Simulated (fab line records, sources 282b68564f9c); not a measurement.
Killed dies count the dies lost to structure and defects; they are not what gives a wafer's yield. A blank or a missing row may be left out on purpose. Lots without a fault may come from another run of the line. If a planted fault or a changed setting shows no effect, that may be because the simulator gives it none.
A struck lot beside a sound one || flow rit-cmos || 22 steps out of a route of 202
Sound: the wafers L478.2, L478.5, L478.6. Wafers struck: L482.3, L482.4, L482.6. At the end, the cause is stated.
For every step that has rows: the tool of each side, followed by ch and its chambers, followed by its first start. Under that, the readings that differ: sound wafers || struck wafers || difference of the means || sigmas: that difference in standard deviations of wafers without a fault.
alike: readings whose means differ by less than 2 such deviations, and words and numbers that are the same on both sides. not compared: withheld readings, readings that some wafer has no value for, bounds like >300 that may hide the same value, and numbers for which the record gives no deviation and whose values overlap.
The two part at a step that has a row with sigmas, a row that says differs or no value, or rows on one side only. Numbers that don't overlap but have no deviation are shown without sigmas and don't part them. A reading that every wafer of one side lacks parts them only if that side has two wafers or more.

first, 2 steps without rows for these wafers: RIT_NSD_HARDBAKE_07 (time 60 s); RIT_NSD_IMPLANT_08.
RIT_NSD_STRIP_09: strips in O2, time 180 s.
  sound on plasma-asher-04 ch 0,1, day 3 14:22; struck on plasma-asher-01 ch 0,1, day 4 10:47
  alike: drypump-motor-current-A, o2-flow-sccm
  not compared: rf-hours-counter-h
RIT_NSD_TW_MEAS_10:
  sound on film-metro-02 at day 3 14:33; struck on film-metro-03 at day 4 10:55
{"reading": "NSD_TW", "sound": "3193 3194 3203", "struck": "3119 3133 3122", "difference": -72, "sigmas": -2}
then, 6 steps without rows for these wafers: RIT_PSD_HMDS_00 (prime time 60 s); RIT_PSD_COAT_01 (resist thk 1000 nm); RIT_PSD_SOFTBAKE_02 (time 60 s); RIT_PSD_EXPOSE_03 (exposes mask M10, target cd 40900 nm); RIT_PSD_PEB_04; RIT_PSD_DEVELOP_05 (develop time 50 s).
RIT_PSD_OVL_MEAS_06:
  sound on overlay-01 at day 3 15:35; struck on overlay-01 at day 4 11:49
  alike: PSD_OVL
then, 1 step without rows for these wafers: RIT_PSD_HARDBAKE_07 (time 60 s).
RIT_PSD_IMPLANT_08:
  sound on implanter-02 ch 0, day 3 15:47; struck on implanter-01 ch 0, day 4 12:02
{"reading": "beam-energy-keV", "sound": "27.000 27.004 26.999", "struck": "32.952 32.932 32.930", "difference": "+5.937", "sigmas": "+99 or more"}
{"reading": "model.implant.rp-nm (nm)", "sound": "22.14 22.14 22.14", "struck": "25.82 25.82 25.82", "difference": "+3.68", "sigmas": ""}
{"reading": "model.implant.drp-nm (nm)", "sound": "12.05 12.05 12.05", "struck": "13.85 13.85 13.85", "difference": "+1.80", "sigmas": ""}
RIT_PSD_STRIP_09: strips in O2, time 180 s.
  sound on plasma-asher-01 ch 0,1, day 3 15:55; struck on plasma-asher-01 ch 0,1, day 4 12:12
  alike: drypump-motor-current-A, o2-flow-sccm
  not compared: rf-hours-counter-h
RIT_PSD_TW_MEAS_10:
  sound on film-metro-04 at day 3 16:06; struck on film-metro-02 at day 4 12:20
{"reading": "PSD_TW", "sound": "3438 3419 3459", "struck": "3712 3686 3686", "difference": "+256", "sigmas": "+8"}
then, 3 steps without rows for these wafers: RIT_SDANNEAL_CLEAN_00 (cleans in SC1, time 600 s); RIT_SDANNEAL_CLEAN_01 (cleans in dHF, time 30 s); RIT_SDANNEAL_CLEAN_02 (cleans in SC2, time 600 s).
RIT_SDANNEAL_RTA_03: time 5 s.
  sound on rtp-anneal-01 ch 0, day 3 16:32; struck on rtp-anneal-01 ch 0, day 4 12:46
  alike: wafer_temp_C_max
RIT_SDANNEAL_RS_MEAS_04: uses a four-point probe to measure.
  sound on film-metro-03 at day 3 16:36; struck on film-metro-03 at day 4 12:50
{"reading": "PSD_RS (ohm/sq)", "sound": "115.6 116.0 115.7", "struck": "104.7 104.1 104.2", "difference": -11.4, "sigmas": -38}
RIT_SDANNEAL_RS_MEAS_05: uses a four-point probe to measure.
  sound on film-metro-03 at day 3 16:43; struck on film-metro-03 at day 4 12:58
  alike: NSD_RS
RIT_M1_PROBE_99:
  sound on prober-01 at day 4 00:05; struck on prober-01 at day 4 23:14
{"reading": "model.etest.contact-pplus.end-ohm-um", "sound": "44.08 43.47 42.84", "struck": "39.4 37.78 38.41", "difference": -4.9, "sigmas": ""}
{"reading": "model.etest.diode-pplus-nwell.bv-v (V)", "sound": "6.621 6.687 6.731", "struck": "6.889 6.854 6.942", "difference": "+0.215", "sigmas": ""}
{"reading": "model.etest.vpnp.gain", "sound": "1.068 1.067 1.085", "struck": "1.208 1.224 1.238", "difference": "+0.150", "sigmas": ""}
{"reading": "model.etest.diode-pplus-nwell.cj-ff-um2", "sound": "1.695 1.681 1.682", "struck": "1.604 1.602 1.603", "difference": -0.083, "sigmas": ""}
{"reading": "model.etest.diode-pplus-comb.cj-ff-um2", "sound": "1.998 1.988 1.997", "struck": "1.908 1.924 1.925", "difference": -0.075, "sigmas": ""}
  alike: killed_at_M0_to_M3, killed-at-contacts, killed-at-front-end, killed-dies, killed-open, killed-short

## WHERE THEY PART
First at RIT_NSD_TW_MEAS_10; last, within this record, at RIT_SDANNEAL_RS_MEAS_04. Later steps at which nothing parts them and some readings are alike: RIT_SDANNEAL_RS_MEAS_05, RIT_M1_PROBE_99.

WHY: what had been put in by the simulator
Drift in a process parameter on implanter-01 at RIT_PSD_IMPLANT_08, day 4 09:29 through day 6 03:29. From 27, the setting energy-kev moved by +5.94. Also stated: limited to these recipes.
